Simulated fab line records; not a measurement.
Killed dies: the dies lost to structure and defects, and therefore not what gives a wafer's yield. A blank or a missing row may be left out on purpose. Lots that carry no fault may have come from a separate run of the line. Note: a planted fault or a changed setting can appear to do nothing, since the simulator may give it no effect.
Code-filled problem report in 8D (eight disciplines) form / flow berkeley cmos170 / the parts of the form that need people (team, actions taken, sign-off) are left out

== 1. THE PROBLEM ==
Across 6 wafers from 2 lots, M3_AL_RS at UCB170_M3_RS_MEAS_02 averages 0.0527 ohm/sq, while fault-free wafers read 0.0322 ohm/sq with a standard deviation of 0.00039. Measured from the usual mean, that is +52 standard deviations.
The step: measures by four-point-probe.
Earliest sighting: wafer L506.1 on film metro-03 at day 10 02:10. The record has a number at this step for 42 wafers belonging to 14 lots. Rule for "out" (also "out of limits"): further than 4 standard deviations from the usual mean. All remaining wafers that have a number are taken as sound.

== 2. WHAT IT IS, WHAT IT ISN'T ==
question=which readings at this step | is=M3_AL_RS | is not=-
question=which lots | is=L506, L507 | is not=L494, L495, L497, L498, L499, L500, L503, L504, L505, L508, L511, L517
question=which wafers of those lots | is=all that have a number | is not=-
question=read on which gauges | is=film metro-01, film metro-03 | is not=film metro-04
question=when | is=from day 10 02:10 | is not=up to then (27 sound wafers); but 9 sound wafers of L508, L511, L517 came after

== 3. THE SUSPECTS, EACH WITH WHAT RULES IT OUT ==
Counting: a tool at a process step up to the reading stays a suspect if it ran every lot that is out and no sound lot after the first of them.
- the gauge at UCB170_M3_RS_MEAS_02: ruled out. Those wafers that are out were read across 2 gauges (film metro-01, film metro-03).
- pvd sputter-02 at UCB170_M3_SPUTTER_01 (material Al, target thk 900 nm, time 120 s): kept. Every lot that is out went through it, starting with L506 (day 10 02:05), and after that it ran no sound lot; the last sound lot it ran before then is L499 (day 8 17:55). Its own cathode dc power W readings are out on those wafers.
Remaining after the count: pvd sputter-02 at UCB170_M3_SPUTTER_01.

== 4. THE CAUSE (what the simulator had put in) ==
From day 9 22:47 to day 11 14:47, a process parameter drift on pvd sputter-02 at UCB170_M3_SPUTTER_01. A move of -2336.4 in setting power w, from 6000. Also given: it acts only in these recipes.
Only this tool survived the counting.

== 5. SEQUENCE OF EFFECTS, ordered by route ==
Each row: a reading whose mean over the struck wafers that have a number lies more than 3 standard deviations from the usual. Only readings for which the record gives a usual standard deviation are gone through. hours: the time from each lot's start at the first step in this table that gives one to its start at this step, as a median over the lots. sigmas: the change in usual standard deviations.
hours=0; step=UCB170_M3_SPUTTER_01; reading=cathode dc power W; usual=6000.0 W; on struck wafers=3663.7; change=-2336.3; sigmas=-99 or more
hours=0; step=UCB170_M3_RS_MEAS_02; reading=M3_AL_RS; usual=0.0322 ohm/sq; on struck wafers=0.0527; change=+0.0205; sigmas=+52
hours=0; step=UCB170_M3_THK_MEAS_03; reading=M3_AL_THK; usual=901 nm; on struck wafers=555; change=-346; sigmas=-29
hours=3; step=UCB170_M3_METAL_ETCH_18; reading=oes product au; usual=0.849 a.u.; on struck wafers=0.670; change=-0.179; sigmas=-15
Its process steps:
- UCB170_M3_SPUTTER_01: material Al, target thk 900 nm, time 120 s.
- UCB170_M3_METAL_ETCH_18: etches Al in Cl2/BCl3, stops on SiO2, target depth 1170 nm, time 195 s.

== 6. HOW IT WOULD HAVE BEEN CAUGHT EARLIER ==
Counted from the fault's start at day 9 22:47, it took 3 hours until the first out-of-limits reading at a measuring or inspecting step in this record, taken at day 10 02:10.
The tool's own readings at UCB170_M3_SPUTTER_01 were out on every struck wafer that the step has a row for (cathode dc power W): an alarm limit on them would have fired on the first of those.
Of the lots that are out (2), L507 began UCB170_M3_SPUTTER_01 on pvd sputter-02 after day 10 02:10. A hold on the tool at that time would have spared it.
